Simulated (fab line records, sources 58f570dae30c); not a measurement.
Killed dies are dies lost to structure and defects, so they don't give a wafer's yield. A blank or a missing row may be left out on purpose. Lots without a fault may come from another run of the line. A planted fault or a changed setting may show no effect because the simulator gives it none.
fab line records | flow berkeley_cmos170
record lots=6 wafers=18 last_day=12
route steps=331 shown NVT@106 PVT@115
lots that met no fault: from a run of the same line without faults
start_h: hours from the record's first day to the start of the lot's first wafer shown | wait_h: hours since the lot's step before | " the same as in the row above | L1.1+2: a row that stands for several wafers | - no value, or no start given | * or withheld: withheld | < > ~ a bound
route shown NAME@n: a module of which the file shows steps, and the number in the route of the first | usual: mean/standard deviation of fault-free wafers | same: alike in all rows | chamber/n: place in a boat | sites: the reading at each site | _std_site: their standard deviation | _edge_site: outer sites' mean less inner sites' | radius_mm: how far each site lies from the wafer's centre | mask NAME#n: copy n | behind: the tool/chamber that last shaped the wafer | hold: why the lot was held/for how many hours/how that ended | device: the transistor (n, p or np) that didn't switch | end of line: the same wafers' tests at the end of the route | a step without rows: its recipe alone | killed: dies lost to structure and defects at the first sort, not the wafer's yield | map: a wafer's dies, x killed, . not, _ none there
set.NAME: the setting as run; set.NAME@STEP: as run at that earlier step | model.NAME: the simulator's own value behind a step, which no gauge read
lots at some steps of the route; a table a step, a row a wafer
services: from which hour (start_h, from the record's first day; less than 0 if before it) a tool's chamber was out of use, for how many hours, and why
## steps
# step UCB170_NVT_SOFTBAKE_02
# recipe resist=KrF temp_c=130 time_s=60
# step UCB170_NVT_EXPOSE_03
# recipe mask_id=PWELL target_cd_nm=3000 na=0.5 sigma_outer=0.6 source_shape=conventional dose_mj=30
# step UCB170_NVT_PEB_04
# recipe peb_temp_c=130 peb_time_s=withheld resist=KrF
# step UCB170_NVT_DEVELOP_05
# recipe developer=TMAH develop_time_s=45 resist=KrF dev_temp_c=21
# step UCB170_NVT_OVL_MEAS_06
# usual NVT_OVL=0/5.3
# columns lot.wafer tool chamber start_h wait_h NVT_OVL[nm]
L151.1 overlay-01 - 127.72 - 3
L151.4 " - " " -2
L151.6 " - " " 1
L158.1 overlay-02 - 164.50 - -8
L158.5 " - " " 0
L158.6 " - " " -1
L162.1 overlay-01 - 171.21 - -6
L162.5 " - " " -4
L162.6 " - " " -6
L164.1 overlay-02 - 200.38 - 7
L164.2 " - " " 4
L164.4 " - " " 1
L167.3 overlay-01 - 214.32 - -6
L167.4 " - " " 2
L167.6 " - " " 2
L172.3 overlay-01 - 234.16 - -1
L172.4 " - " " 2
L172.6 " - " " 4
# step UCB170_NVT_IMPLANT_07
# recipe species=BF2 dose_cm2=3e+12 energy_kev=50 tilt_deg=6.717
# step UCB170_NVT_STRIP_08
# recipe chemistry=O2 power_w=400 pressure_mtorr=3500 platen_temp_c=withheld o2_flow_sccm=400 overash_fraction=0.5
# usual drypump_motor_current_A=6.0/0.47 oes_product_au=0.734/0.0048 strip_time_to_endpoint_s=21.62/0.059
# columns lot.wafer tool chamber start_h wait_h drypump_motor_current_A oes_product_au rf_hours_counter_h strip_time_to_endpoint_s
L151.1 plasma_asher-02 1 127.90 0.1 6.6 0.740 33 21.59
L151.4 " 0 " " 5.7 0.736 - 21.63
L151.6 " 0 " " 5.6 0.737 - 21.70
L158.1 plasma_asher-01 1 164.69 0.1 6.0 0.733 46 21.64
L158.5 " 1 " " 6.0 0.737 - 21.64
L158.6 " 0 " " 6.5 0.732 - 21.63
L162.1 plasma_asher-02 1 171.39 0.1 6.7 0.740 39 21.58
L162.5 " 1 " " 6.7 0.735 - 21.66
L162.6 " 0 " " 5.6 0.727 - 21.61
L164.1 plasma_asher-04 0 200.57 0.1 6.1 0.744 49 21.51
L164.2 " 1 " " 5.4 0.736 49 21.58
L164.4 " 1 " " 5.3 0.721 - 21.51
L167.3 plasma_asher-04 0 214.52 0.1 6.1 0.740 - 21.68
L167.4 " 1 " " 5.4 0.732 - 21.57
L167.6 " 1 " " 5.3 0.740 - 21.58
L172.3 plasma_asher-01 1 234.36 0.1 6.0 0.731 - 21.58
L172.4 " 0 " " 6.5 0.729 - 21.57
L172.6 " 1 " " 6.0 0.737 - 21.51
# step UCB170_NVT_TW_MEAS_09
# usual NVT_TW=521/3.7
# columns lot.wafer tool chamber start_h wait_h NVT_TW
L151.1 film_metro-01 - 128.00 0.1 515
L151.4 " - " " 519
L151.6 " - " " 516
L158.1 film_metro-02 - 164.79 0.1 525
L158.5 " - " " 522
L158.6 " - " " 520
L162.1 film_metro-02 - 171.49 0.1 519
L162.5 " - " " 520
L162.6 " - " " 520
L164.1 film_metro-02 - 200.67 0.1 524
L164.2 " - " " 524
L164.4 " - " " 521
L167.3 film_metro-04 - 214.61 0.1 524
L167.4 " - " " 526
L167.6 " - " " 526
L172.3 film_metro-02 - 234.45 0.1 523
L172.4 " - " " 524
L172.6 " - " " 521
# step UCB170_NVT_CLEAN_10
# recipe chemistry=SPM temp_c=120 time_s=600
# step UCB170_PVT_HMDS_00
# recipe prime_time_s=60 prime_temp_c=100
# step UCB170_PVT_COAT_01
# recipe resist=KrF spin_rpm=1500 resist_thk_nm=900
# step UCB170_PVT_SOFTBAKE_02
# recipe resist=KrF temp_c=130 time_s=60
# step UCB170_PVT_EXPOSE_03
# recipe mask_id=NWELL target_cd_nm=3000 na=0.5 sigma_outer=0.6 source_shape=conventional dose_mj=30
# usual exposure_dose_mJ_cm2=29.996/0.029 focus_offset_nm=0.0/0.53
# columns lot.wafer tool chamber start_h wait_h mask exposure_dose_mJ_cm2 focus_offset_nm
L151.1 krf_scanner-02 0 130.47 0.1 NWELL#0 30.004 -0.2
L151.4 " 0 " " NWELL#0 30.026 -0.5
L151.6 " 0 " " NWELL#0 29.993 0.9
L158.1 krf_scanner-02 - 165.63 0.1 NWELL#0 - -
L158.5 " - " " NWELL#0 - -
L158.6 " - " " NWELL#0 - -
L162.1 krf_scanner-01 - 172.57 0.2 NWELL#0 - -
L162.5 " - " " NWELL#0 - -
L162.6 " - " " NWELL#0 - -
L164.1 krf_scanner-01 0 201.84 0.4 NWELL#0 30.018 -0.2
L164.2 " 0 " " NWELL#0 29.978 0.1
L164.4 " 0 " " NWELL#0 29.987 0.3
L167.3 krf_scanner-02 0 215.85 0.2 NWELL#0 30.085 1.1
L167.4 " 0 " " NWELL#0 29.994 -0.6
L167.6 " 0 " " NWELL#0 30.030 0.1
L172.3 krf_scanner-02 0 235.28 0.2 NWELL#0 30.024 -0.4
L172.4 " 0 " " NWELL#0 30.012 0.1
L172.6 " 0 " " NWELL#0 30.019 -0.3
# step UCB170_PVT_PEB_04
# recipe peb_temp_c=130 peb_time_s=withheld resist=KrF
## services
# columns tool chamber start_h hours kind
krf_scanner-02 - 124.68 1.3 pm
krf_scanner-02 - 125.98 1.0 pm
krf_scanner-02 0 129.51 - calibration
krf_scanner-02 - 151.22 0.6 repair
krf_scanner-01 - 157.59 0.6 repair
krf_scanner-01 - 167.51 1.3 pm
krf_scanner-02 - 170.22 0.8 pm
plasma_asher-02 - 192.53 0.7 repair
krf_scanner-01 - 214.98 0.8 pm
krf_scanner-01 - 222.12 1.0 pm
krf_scanner-01 - 232.82 0.8 repair
## key
first_sign step=UCB170_PVT_EXPOSE_03 reading=tool_record direction=missing
effect none on later readings
met_at UCB170_PVT_EXPOSE_03
struck_wafers L158.1,L158.5,L158.6,L162.1,L162.5,L162.6
sort_left_out L158.1,L158.5,L158.6,L162.1,L162.5,L162.6
tester_left_out L158,L162
onset_between 130.47 165.63
fault kind=skipped_step_whole tool=krf_scanner-01,krf_scanner-02 chamber=- onset_h=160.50 steps=UCB170_PVT_EXPOSE_03 scope=struck_lots_only
# tester_left_out: of these lots the tester's yield and bins aren't shown, on N5 and GAA mostly nor the transistor test; their killed dies are dies lost to structure and defects alone, not to doping, threshold or leakage, so they don't give the yield
# sort_left_out: the simulated sort isn't trusted on such a fault, so these wafers' sort isn't shown, and their yield isn't known
